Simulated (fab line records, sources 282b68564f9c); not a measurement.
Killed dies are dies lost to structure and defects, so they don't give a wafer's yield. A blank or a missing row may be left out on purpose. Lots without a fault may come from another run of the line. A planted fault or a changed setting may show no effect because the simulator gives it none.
A struck lot beside a sound one | flow rit_cmos | 15 steps out of a route of 202
Sound: wafers L764.2, L764.3, L764.5. Struck: wafers L779.4, L779.5. (L779.6 of the same lot was not struck and is left out.) The cause comes at the end.
At each step with rows: each side's tool, then ch and its chambers, then its first start. Under that, the readings that differ: sound wafers | struck wafers | difference of the means | sigmas: that difference in standard deviations of wafers without a fault.
alike: readings whose means differ by less than 2 such deviations, and words and numbers that are the same on both sides. not compared: withheld readings, readings that some wafer has no value for, bounds like >300 that may hide the same value, and numbers for which the record gives no deviation and whose values overlap.
The two part at a step that has a row with sigmas, a row that says differs or no value, or rows on one side only. Numbers that don't overlap but have no deviation are shown without sigmas and don't part them. A reading that every wafer of one side lacks parts them only if that side has two wafers or more.

first, 1 step without rows for these wafers: RIT_NWELL_IMPLANT_08.
RIT_NWELL_STRIP_09: strips in O2, time 180 s.
  sound on plasma_asher-02 ch 0,1, day 2 21:23; struck on plasma_asher-04 ch 1, day 6 02:59
  reading             | sound          | struck    | difference | sigmas
  o2_flow_sccm (sccm) | 4003 3993 3980 | 4016 4026 | +29        | +2
  alike: drypump_motor_current_A
  not compared: rf_hours_counter_h
RIT_NWELL_TW_MEAS_10:
  sound on film_metro-03, day 2 21:34; struck on film_metro-02, day 6 03:08
  reading  | sound          | struck    | difference | sigmas
  NWELL_TW | 2155 2152 2156 | 2134 2121 | -27        | -3
then, 6 steps without rows for these wafers: RIT_PWELL_HMDS_00 (prime time 60 s); RIT_PWELL_COAT_01 (resist thk 1300 nm); RIT_PWELL_SOFTBAKE_02 (time 60 s); RIT_PWELL_EXPOSE_03 (exposes mask M3, target cd 43700 nm); RIT_PWELL_PEB_04; RIT_PWELL_DEVELOP_05 (develop time 68 s).
RIT_PWELL_OVL_MEAS_06:
  sound on overlay-01, day 2 22:49; struck on overlay-02, day 6 04:11
  alike: PWELL_OVL
then, 2 steps without rows for these wafers: RIT_PWELL_HARDBAKE_07 (time 120 s); RIT_PWELL_IMPLANT_08.
RIT_PWELL_STRIP_09: strips in O2, time 180 s.
  sound on plasma_asher-03 ch 0,1, day 2 23:15; struck on plasma_asher-01 ch 1, day 6 04:40
  reading             | sound          | struck    | difference | sigmas
  o2_flow_sccm (sccm) | 4007 3989 3985 | 5999 6003 | +2007      | +99 or more
  alike: drypump_motor_current_A
  not compared: rf_hours_counter_h
RIT_PWELL_TW_MEAS_10:
  sound on film_metro-03, day 2 23:26; struck on film_metro-01, day 6 04:49
  alike: PWELL_TW
RIT_M1_PROBE_99:
  sound on prober-02, day 4 14:16; struck on prober-02, day 7 17:37
  alike: killed_at_contacts, killed_at_front_end, killed_dies, killed_on_rim, killed_open, killed_short

WHERE THEY PART
First at RIT_NWELL_STRIP_09; last, within this record, at RIT_PWELL_STRIP_09. Later steps at which nothing parts them and some readings are alike: RIT_PWELL_TW_MEAS_10, RIT_M1_PROBE_99.

WHY: what the simulator had put in
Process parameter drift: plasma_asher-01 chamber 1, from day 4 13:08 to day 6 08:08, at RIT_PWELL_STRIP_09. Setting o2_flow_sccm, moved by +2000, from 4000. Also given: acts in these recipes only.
